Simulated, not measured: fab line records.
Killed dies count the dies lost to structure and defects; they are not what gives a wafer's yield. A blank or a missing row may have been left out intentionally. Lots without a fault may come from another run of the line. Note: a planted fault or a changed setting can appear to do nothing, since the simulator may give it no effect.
fab line records | flow rit_cmos
record: lots: 7 wafers: 21 last_day: 7
route steps=202 shown NWELL@35 PWELL@39 WELLDRIVE@50 NRETRO@53 M1@202
lots that met no fault: taken from a fault-free run of the same line
start_h: the number of hours between the record's first day and the start of the first shown wafer of the lot | wait_h: hours from the lot's prior step to this one | " as in the row above | L1.1+2: a row that stands for several wafers | - either no value or no given start | * or withheld: withheld | < > ~ a bound
route shown NAME@n: NAME is a module with steps in the file, n the number in the route of the first one | usual: mean/standard deviation taken from wafers without a fault | same: alike in all rows | chamber/n: place in a boat | sites: per-site readings | _std_site: standard deviation of those values | _edge_site: outer sites' mean less inner sites' | radius_mm: for every site, how far away it sits from the centre of the wafer | mask NAME#n: copy n | behind: tool/chamber where the wafer was last shaped | hold: cause of the lot's hold/its duration in hours/its outcome | device: names the non-switching transistor (n, p or np) | end of line: the tests these same wafers got at the end of their route | for a step that has no rows: nothing shown but its recipe | killed: dies lost to structure and defects at the first sort, not the wafer's yield | map: a wafer's dies, marking killed ones x, the rest . and places with no die _
set.NAME: the run value of the setting; set.NAME@STEP: its run value at that earlier step | model.NAME: the simulator's own value behind a step, which no gauge read
a table for each step, a row for each wafer; lots at some steps of the route
services: from which hour (start_h, from the record's first day; less than 0 if before it) a tool's chamber was out of use, for how many hours, and why
== steps ==
step: RIT_NWELL_HARDBAKE_07
recipe: resist: NOVOLAK temp_c: 140 time_s: 120
step: RIT_NWELL_IMPLANT_08
recipe: species: P energy_kev: 170 dose_cm2: 5e+13 tilt_deg: 7
step: RIT_NWELL_STRIP_09
recipe: chemistry: O2 time_s: 180 resist: NOVOLAK platen_temp_c: withheld power_w: 500 pressure_mtorr: 4000 o2_flow_sccm: 4000
usual: drypump_motor_current_A: 5.68/0.28
columns lot.wafer tool chamber start_h wait_h drypump_motor_current_A rf_hours_counter_h
L766.2 plasma_asher-04 1 21.15 0.1 5.85 38
L766.4 " 1 " " 5.81 -
L766.5 " 0 " " 5.24 -
L769.1 plasma_asher-04 0 42.69 0.1 5.24 41
L769.2 " 1 " " 5.78 41
L769.3 " 0 " " 5.20 -
L772.1 plasma_asher-04 1 57.02 0.1 5.78 42
L772.3 " 0 " " 5.22 -
L772.4 " 1 " " 5.82 -
L774.1 plasma_asher-01 0 64.61 0.1 5.74 39
L774.4 " 1 " " 6.06 -
L774.5 " 1 " " 6.08 -
L778.2 plasma_asher-01 1 86.46 0.1 6.06 41
L778.4 " 1 " " 6.03 -
L778.6 " 0 " " 5.76 -
L785.2 plasma_asher-01 0 117.58 0.1 5.72 46
L785.4 " 1 " " 6.07 -
L785.5 " 0 " " 5.72 -
L788.2 plasma_asher-01 0 132.76 0.1 5.73 48
L788.5 " 0 " " 5.74 -
L788.6 " 1 " " 6.09 -
step: RIT_NWELL_TW_MEAS_10
usual: NWELL_TW: 2141/13
columns lot.wafer tool chamber start_h wait_h NWELL_TW
L766.2 film_metro-01 - 21.33 0.1 2131
L766.4 " - " " 2136
L766.5 " - " " 2133
L769.1 film_metro-04 - 43.01 0.3 2159
L769.2 " - " " 2155
L769.3 " - " " 2155
L772.1 film_metro-04 - 57.19 0.1 2152
L772.3 " - " " 2148
L772.4 " - " " 2148
L774.1 film_metro-04 - 64.79 0.1 2153
L774.4 " - " " 2144
L774.5 " - " " 2154
L778.2 film_metro-01 - 86.64 0.1 2120
L778.4 " - " " 2122
L778.6 " - " " 2129
L785.2 film_metro-03 - 117.77 0.1 2142
L785.4 " - " " 2144
L785.5 " - " " 2129
L788.2 film_metro-01 - 132.95 0.1 2125
L788.5 " - " " 2126
L788.6 " - " " 2133
step: RIT_PWELL_HMDS_00
recipe: prime_time_s: 60 prime_temp_c: 140
step: RIT_PWELL_COAT_01
recipe: resist: NOVOLAK spin_rpm: 2000 resist_thk_nm: 1300
step: RIT_PWELL_SOFTBAKE_02
recipe: resist: NOVOLAK temp_c: 90 time_s: 60
step: RIT_PWELL_EXPOSE_03
recipe: mask_id: M3 na: 0.57 target_cd_nm: 43700 dose_mj: 250
step: RIT_PWELL_PEB_04
recipe: resist: NOVOLAK temp_c: withheld time_s: withheld
step: RIT_PWELL_DEVELOP_05
recipe: resist: NOVOLAK develop_time_s: 68 dev_temp_c: 23
step: RIT_PWELL_OVL_MEAS_06
usual: PWELL_OVL: -0.1/1.4
columns lot.wafer tool chamber start_h wait_h PWELL_OVL[nm]
L766.2 overlay-02 - 22.40 - 0.3
L766.4 " - " " -1.3
L766.5 " - " " 1.6
L769.1 overlay-01 - 43.95 - 0.7
L769.2 " - " " 1.8
L769.3 " - " " 3.1
L772.1 overlay-02 - 58.13 - 0.1
L772.3 " - " " -1.5
L772.4 " - " " -0.9
L774.1 overlay-01 - 65.73 - -1.6
L774.4 " - " " -0.5
L774.5 " - " " -3.2
L778.2 overlay-01 - 87.70 - 1.4
L778.4 " - " " -1.3
L778.6 " - " " -0.3
L785.2 overlay-02 - 118.93 - 1.8
L785.4 " - " " 1.4
L785.5 " - " " -0.1
L788.2 overlay-02 - 134.01 - 0.8
L788.5 " - " " -0.4
L788.6 " - " " 1.2
step: RIT_PWELL_HARDBAKE_07
recipe: resist: NOVOLAK temp_c: 140 time_s: 120
step: RIT_PWELL_IMPLANT_08
recipe: species: B energy_kev: 170 dose_cm2: 7e+13 tilt_deg: 7
usual: end_station_pressure_torr: 5.2e-06/2.7e-07
columns lot.wafer tool chamber start_h wait_h end_station_pressure_torr
L766.2 implanter-01 0 22.70 0.2 5.28e-06
L766.4 " 0 " " 5.51e-06
L766.5 " 0 " " 5.33e-06
L769.1 implanter-02 0 44.24 0.2 5.04e-06
L769.2 " 0 " " 5.37e-06
L769.3 " 0 " " 4.8e-06
L772.1 implanter-03 0 58.42 0.2 5.31e-06
L772.3 " 0 " " 5.02e-06
L772.4 " 0 " " 5.09e-06
L774.1 implanter-01 0 66.02 0.2 5.11e-06
L774.4 " 0 " " 5.02e-06
L774.5 " 0 " " 5.72e-06
L774.1 implanter-01 0 66.33 0.3 5.62e-06
L774.4 " 0 " " 5.23e-06
L774.5 " 0 " " 5.33e-06
L778.2 implanter-02 0 88.01 0.2 5.09e-06
L778.4 " 0 " " 5.17e-06
L778.6 " 0 " " 5.37e-06
L778.2 implanter-02 0 88.33 0.3 5.28e-06
L778.4 " 0 " " 4.85e-06
L778.6 " 0 " " 5.68e-06
L785.2 implanter-03 0 119.24 0.2 4.59e-06
L785.4 " 0 " " 5.31e-06
L785.5 " 0 " " 5.36e-06
L785.2 implanter-03 0 119.56 0.3 4.93e-06
L785.4 " 0 " " 5.02e-06
L785.5 " 0 " " 5.65e-06
L788.2 implanter-01 0 134.31 0.2 4.47e-06
L788.5 " 0 " " 4.79e-06
L788.6 " 0 " " 5.59e-06
step: RIT_PWELL_STRIP_09
recipe: chemistry: O2 time_s: 180 resist: NOVOLAK platen_temp_c: withheld power_w: 500 pressure_mtorr: 4000 o2_flow_sccm: 4000
usual: drypump_motor_current_A: 5.66/0.27
columns lot.wafer tool chamber start_h wait_h drypump_motor_current_A rf_hours_counter_h
L766.2 plasma_asher-04 0 22.83 0.1 5.22 38
L766.4 " 1 " " 5.76 -
L766.5 " 0 " " 5.21 -
L769.1 plasma_asher-02 1 44.39 0.1 6.04 26
L769.2 " 0 " " 5.77 26
L769.3 " 1 " " 6.01 -
L772.1 plasma_asher-04 1 58.57 0.1 5.80 42
L772.3 " 0 " " 5.21 -
L772.4 " 1 " " 5.80 -
L774.1 plasma_asher-04 1 66.48 0.1 5.77 43
L774.4 " 1 " " 5.81 -
L774.5 " 1 " " 5.80 -
L778.2 plasma_asher-03 1 88.45 0.1 5.74 44
L778.4 " 1 " " 5.76 -
L778.6 " 0 " " 5.40 -
L785.2 plasma_asher-03 0 119.68 0.1 5.41 0
L785.4 " 0 " " 5.37 -
L785.5 " 1 " " 5.73 -
L788.2 plasma_asher-02 0 134.44 0.1 5.76 35
L788.5 " 1 " " 6.01 -
L788.6 " 0 " " 5.78 -
step: RIT_PWELL_TW_MEAS_10
usual: PWELL_TW: 949/6.5
columns lot.wafer tool chamber start_h wait_h PWELL_TW
L766.2 film_metro-04 - 23.01 0.1 954
L766.4 " - " " 950
L766.5 " - " " 948
L769.1 film_metro-01 - 44.56 0.1 942
L769.2 " - " " 945
L769.3 " - " " 939
L772.1 film_metro-01 - 58.74 0.1 934
L772.3 " - " " 944
L772.4 " - " " 942
L774.1 film_metro-01 - 66.66 0.1 1176
L774.4 " - " " 1168
L774.5 " - " " 1174
L778.2 film_metro-04 - 88.64 0.1 1198
L778.4 " - " " 1199
L778.6 " - " " 1191
L785.2 film_metro-01 - 119.87 0.1 1175
L785.4 " - " " 1179
L785.5 " - " " 1172
L788.2 film_metro-01 - 134.62 0.1 941
L788.5 " - " " 948
L788.6 " - " " 948
step: RIT_WELLDRIVE_ANNEAL_00
recipe: temp_c: 1100 time_s: 14700 ambient: N2
step: RIT_WELLDRIVE_RS_MEAS_01
recipe: thk_meas_gauge: four-point-probe
usual: NWELL_RS: 275.8/0.85
columns lot.wafer tool chamber start_h wait_h NWELL_RS[ohm/sq]
L766.2 film_metro-04 - 28.55 0.0 274.0
L766.4 " - " " 274.7
L766.5 " - " " 273.7
L769.1 film_metro-01 - 51.14 0.0 276.0
L769.2 " - " " 276.0
L769.3 " - " " 276.1
L772.1 film_metro-01 - 65.29 0.0 277.8
L772.3 " - " " 277.0
L772.4 " - " " 278.0
L774.1 film_metro-04 - 74.19 0.0 275.9
L774.4 " - " " 275.0
L774.5 " - " " 274.9
L778.2 film_metro-04 - 94.73 0.0 274.9
L778.4 " - " " 275.1
L778.6 " - " " 275.1
L785.2 film_metro-01 - 125.36 0.0 275.9
L785.4 " - " " 275.7
L785.5 " - " " 276.3
L788.2 film_metro-04 - 140.13 0.0 276.3
L788.5 " - " " 276.0
L788.6 " - " " 275.8
step: RIT_WELLDRIVE_RS_MEAS_02
recipe: thk_meas_gauge: four-point-probe
usual: PWELL_RS: 430.4/1.3
columns lot.wafer tool chamber start_h wait_h PWELL_RS[ohm/sq]
L766.2 film_metro-04 - 28.67 0.1 429.8
L766.4 " - " " 430.3
L766.5 " - " " 430.6
L769.1 film_metro-01 - 51.26 0.1 428.5
L769.2 " - " " 429.3
L769.3 " - " " 429.9
L772.1 film_metro-01 - 65.41 0.1 432.3
L772.3 " - " " 432.4
L772.4 " - " " 432.7
L774.1 film_metro-04 - 74.31 0.1 281.6
L774.4 " - " " 281.7
L774.5 " - " " 281.4
L778.2 film_metro-04 - 94.85 0.1 280.8
L778.4 " - " " 280.1
L778.6 " - " " 279.6
L785.2 film_metro-01 - 125.48 0.1 281.9
L785.4 " - " " 283.0
L785.5 " - " " 281.9
L788.2 film_metro-04 - 140.25 0.1 429.8
L788.5 " - " " 430.0
L788.6 " - " " 430.2
step: RIT_NRETRO_HMDS_00
recipe: prime_time_s: 60 prime_temp_c: 140
step: RIT_M1_PROBE_99
usual: killed_at_contacts: 0.1/0.37 killed_at_front_end: 6.9/2.9 killed_dies: 7.1/2.9 killed_open: 3.3/1.8 killed_short: 3.6/2.2
same: gross_dies: 264 killed_at_M0_to_M3: 0 killed_at_M4_up: 0 killed_at_back_side: 0 killed_at_other: 0
columns lot.wafer tool chamber start_h wait_h killed_at_contacts killed_at_front_end killed_dies killed_open killed_short
L774.1 prober-01 - 106.96 0.1 0 4 4 3 1
L774.4 prober-01 - 107.11 0.2 0 7 7 4 3
L774.5 prober-01 - 107.16 0.2 1 12 13 7 6
L778.2 prober-01 - 128.03 0.1 0 6 6 4 2
L778.4 prober-01 - 128.13 0.2 0 4 4 2 2
L778.6 prober-01 - 128.23 0.2 0 6 6 1 5
killed by level:class
L774.1 GATE:geometric_particle:open=2 GATE:geometric_particle:short=1 SILICIDE:geometric_particle:open=1
L774.4 SPACER:geometric_particle:short=2 ACTIVE:geometric_particle:short=1 FOX1:geometric_particle:open=1 GATE:geometric_particle:open=1 REOX:geometric_particle:open=1 SPACER:geometric_particle:open=1
L774.5 GATE:geometric_particle:open=5 GATE:geometric_particle:short=4 SPACER:geometric_particle:short=1 SPACER:geometric_particle:open=1 SILICIDE:geometric_particle:short=1 CONTACT:geometric_particle:open=1
L778.2 GATE:geometric_particle:open=3 SPACER:geometric_particle:short=1 SPACER:geometric_particle:open=1 SILICIDE:geometric_particle:short=1
L778.4 GATE:geometric_particle:open=2 GATE:geometric_particle:short=1 REOX:geometric_particle:short=1
L778.6 FOX2:geometric_particle:short=2 FOX1:geometric_particle:open=1 GATE:geometric_particle:short=1 REOX:geometric_particle:short=1 SILICIDE:geometric_particle:short=1
== services ==
columns tool chamber start_h hours kind
implanter-01 - 27.14 1.3 repair
plasma_asher-01 - 31.07 15.6 pm
implanter-03 - 50.66 3.6 pm
implanter-02 - 57.82 3.9 pm
plasma_asher-02 - 58.08 9.8 repair
plasma_asher-02 - 67.84 9.9 pm
implanter-03 - 77.11 3.3 repair
plasma_asher-04 - 94.35 2.1 repair
plasma_asher-04 - 100.74 0.8 repair
plasma_asher-03 - 108.75 9.0 pm
plasma_asher-03 0 108.75 9.0 vent_cycle
plasma_asher-03 1 108.75 9.0 vent_cycle
plasma_asher-03 0 117.75 - clean
plasma_asher-03 1 117.75 - clean
== key ==
first_sign: step: RIT_PWELL_IMPLANT_08 reading: visit direction: added
effect: step: RIT_PWELL_TW_MEAS_10 reading: PWELL_TW direction: up sigmas: 36 usual: 949 struck: 1182
effect: step: RIT_WELLDRIVE_RS_MEAS_02 reading: PWELL_RS direction: down sigmas: 99+ usual: 430.4 struck: 281.3
met_at RIT_PWELL_IMPLANT_08
struck_wafers L774.1,L774.4,L774.5,L778.2,L778.4,L778.6,L785.2,L785.4,L785.5
tester_left_out L774,L778,L785
fault: kind: repeated_step_whole tool: implanter-01,implanter-02,implanter-03 chamber: - onset_h: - steps: RIT_PWELL_IMPLANT_08 times: 1 scope: struck_lots_only
tester_left_out: of these lots the tester's yield and bins aren't shown, on N5 and GAA mostly nor the transistor test; their killed dies are dies lost to structure and defects alone, not to doping, threshold or leakage, so they don't give the yield
